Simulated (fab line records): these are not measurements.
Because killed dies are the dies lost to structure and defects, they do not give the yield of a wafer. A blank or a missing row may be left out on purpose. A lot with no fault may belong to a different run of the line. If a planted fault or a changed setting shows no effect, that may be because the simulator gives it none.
Which tool did it? | flow berkeley cmos170 | 21 wafers from 7 lots sampled at 4 of the route's 331 steps

== WHAT THE GAUGES SHOWED, per wafer ==
UCB170_SDANNEAL_RS_MEAS_02: measures by four-point-probe.
lot  | measured     | on            | PSD_RS (ohm/sq)
L907 | day 8 00:07  | film metro-03 | 75.2 75.4 75.4
L910 | day 8 08:44  | film metro-03 | 75.1 75.0 75.1
L913 | day 9 03:05  | film metro-04 | 75.8 75.9 75.6
L917 | day 9 13:29  | film metro-04 | 75.7 75.4 75.7
L921 | day 11 01:51 | film metro-04 | 75.7 75.7 75.4
L924 | day 11 13:37 | film metro-02 | 75.9 75.4 75.2
L928 | day 12 08:04 | film metro-04 | 76.1 75.7 75.6

== WHAT TOOL EACH LOT RAN ON (gives the tool, then ch and the chambers of the sampled wafers, and finally the start) ==
lot  | UCB170_NSD_IMPLANT_08           | UCB170_SDANNEAL_RTA_00           | UCB170_SDANNEAL_RTA_01
L907 | implanter-01 ch 0, day 7 22:35  | rtp anneal-02 ch 0, day 7 23:59  | rtp anneal-02 ch 0, day 8 00:03
L910 | implanter-03 ch 0, day 8 07:00  | rtp anneal-02 ch 0, day 8 08:37  | rtp anneal-02 ch 0, day 8 08:40
L913 | implanter-04 ch 0, day 9 01:05  | rtp anneal-02 ch 0, day 9 02:58  | rtp anneal-02 ch 0, day 9 03:02
L917 | implanter-04 ch 0, day 9 12:08  | rtp anneal-01 ch 0, day 9 13:20  | rtp anneal-01 ch 0, day 9 13:23
L921 | implanter-04 ch 0, day 11 00:16 | rtp anneal-01 ch 0, day 11 01:43 | rtp anneal-01 ch 0, day 11 01:46
L924 | implanter-04 ch 0, day 11 12:08 | rtp anneal-01 ch 0, day 11 13:29 | rtp anneal-01 ch 0, day 11 13:33
L928 | implanter-01 ch 0, day 12 06:35 | rtp anneal-01 ch 0, day 12 07:56 | rtp anneal-01 ch 0, day 12 08:01
- UCB170_NSD_IMPLANT_08
- UCB170_SDANNEAL_RTA_00: time 10 s.
- UCB170_SDANNEAL_RTA_01: time 5 s.

== THE ANSWER, worked out from the rows above alone ==
Rule: the usual values come from the lots themselves. Put in order of their means at a reading, lots are off if they are a third of the lots or fewer, leave a main group of 4 or more, and stand apart from it by a gap of 3 or more times the standard deviation of the main group's means; of several such gaps the widest counts. Not used: any main group whose means are identical at the precision the tables above print for the reading. Also off: a lot with no number at a reading for which 4 or more lots have one. Where the step has rows for the other lots, those lots are counted as sound.
No lot is off at any reading shown: from this, nothing can be told.

== WHAT THE SIMULATOR PUT IN ==
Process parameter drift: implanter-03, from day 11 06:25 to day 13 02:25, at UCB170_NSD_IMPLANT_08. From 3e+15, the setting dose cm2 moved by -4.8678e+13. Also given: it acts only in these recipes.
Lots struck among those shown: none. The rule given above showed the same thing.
